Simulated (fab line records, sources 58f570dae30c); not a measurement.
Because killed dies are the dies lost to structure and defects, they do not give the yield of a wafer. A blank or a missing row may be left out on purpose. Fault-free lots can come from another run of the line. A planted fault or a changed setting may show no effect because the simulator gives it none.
A struck lot beside a sound one    flow berkeley_cmos170    14 steps out of a route of 331
Sound: wafers L436.2, L436.3, L436.6. Struck: wafer L445.3 (left out: L445.2, L445.5 of the same lot, which were not struck); the cause appears at the end.
Each step with rows lists, per side, the tool, then ch with its chambers, then its first start. Under that, the readings that differ: sound wafers    struck wafers    difference of the means    sigmas: that difference in standard deviations of wafers without a fault.
alike: same words and numbers on both sides, and readings whose means sit less than 2 such deviations apart. not compared: any withheld reading, any reading some wafer has no value for, any bound like >300 that may hide the same value, and any number with overlapping values for which the record gives no deviation.
Wherever a step has rows on one side only, a row that says differs or no value, or a row with sigmas, the two part there. Non-overlapping numbers with no deviation appear without sigmas and do not part them. A reading that every wafer of one side lacks parts them only if that side has two wafers or more.

UCB170_ACTIVE_THK_MEAS_03:
  sound on film_metro-02 at day 4 23:21; struck on film_metro-02 at day 6 15:29
  alike: ACTIVE_OXIDE_THK
then, 2 steps without rows for these wafers: UCB170_ACTIVE_ANNEAL_04 (time 900 s); UCB170_ACTIVE_CVD_05 (deposits Si3N4 from SiH2Cl2/NH3, target thk 220 nm, time 3300 s).
UCB170_ACTIVE_THK_MEAS_06:
  sound on film_metro-01 at day 5 07:26; struck on film_metro-02 at day 6 20:56
  alike: ACTIVE_NITRIDE_THK
then, 6 steps without rows for these wafers: UCB170_ACTIVE_HMDS_07 (prime time 60 s); UCB170_ACTIVE_COAT_08 (resist thk 900 nm); UCB170_ACTIVE_SOFTBAKE_09 (time 60 s); UCB170_ACTIVE_EXPOSE_10 (exposes mask ACTIVE, target cd 1200 nm); UCB170_ACTIVE_PEB_11; UCB170_ACTIVE_DEVELOP_12 (develop time 45 s).
UCB170_ACTIVE_CD_MEAS_13: target cd 1200 nm.
  sound on cd_sem-02 at day 5 08:22; struck on cd_sem-01 at day 6 22:29
  alike: cd_nm
UCB170_ACTIVE_OVL_MEAS_14:
  sound on overlay-01 at day 5 08:28; struck on overlay-02 at day 6 22:35
  alike: ACTIVE_OVL
UCB170_ACTIVE_ETCH_15: etches Si3N4 in CH3F/Ar/O2, stops on SiO2, target depth 242 nm, time 151 s.
  sound on rie_diel-01 ch 2,3, day 5 08:29; struck on rie_diel-04 ch 3, day 6 22:37
reading                                  sound            struck  difference  sigmas
model.KrF_of_ACTIVE_COAT_08.thk_nm (nm)  729 728.4 729.3  734.8   +5.9        
  alike: drypump_motor_current_A, oes_product_au, throttle_valve_pct
  not compared: rf_hours_counter_h
UCB170_ACTIVE_STRIP_16: strips in O2.
  sound on plasma_asher-04 ch 0,1, day 5 08:35; struck on plasma_asher-01 ch 0, day 6 22:43
  alike: drypump_motor_current_A, oes_product_au, strip_time_to_endpoint_s
  not compared: rf_hours_counter_h

WHERE THEY PART
Nowhere in this record.

WHY: what had been put in by the simulator
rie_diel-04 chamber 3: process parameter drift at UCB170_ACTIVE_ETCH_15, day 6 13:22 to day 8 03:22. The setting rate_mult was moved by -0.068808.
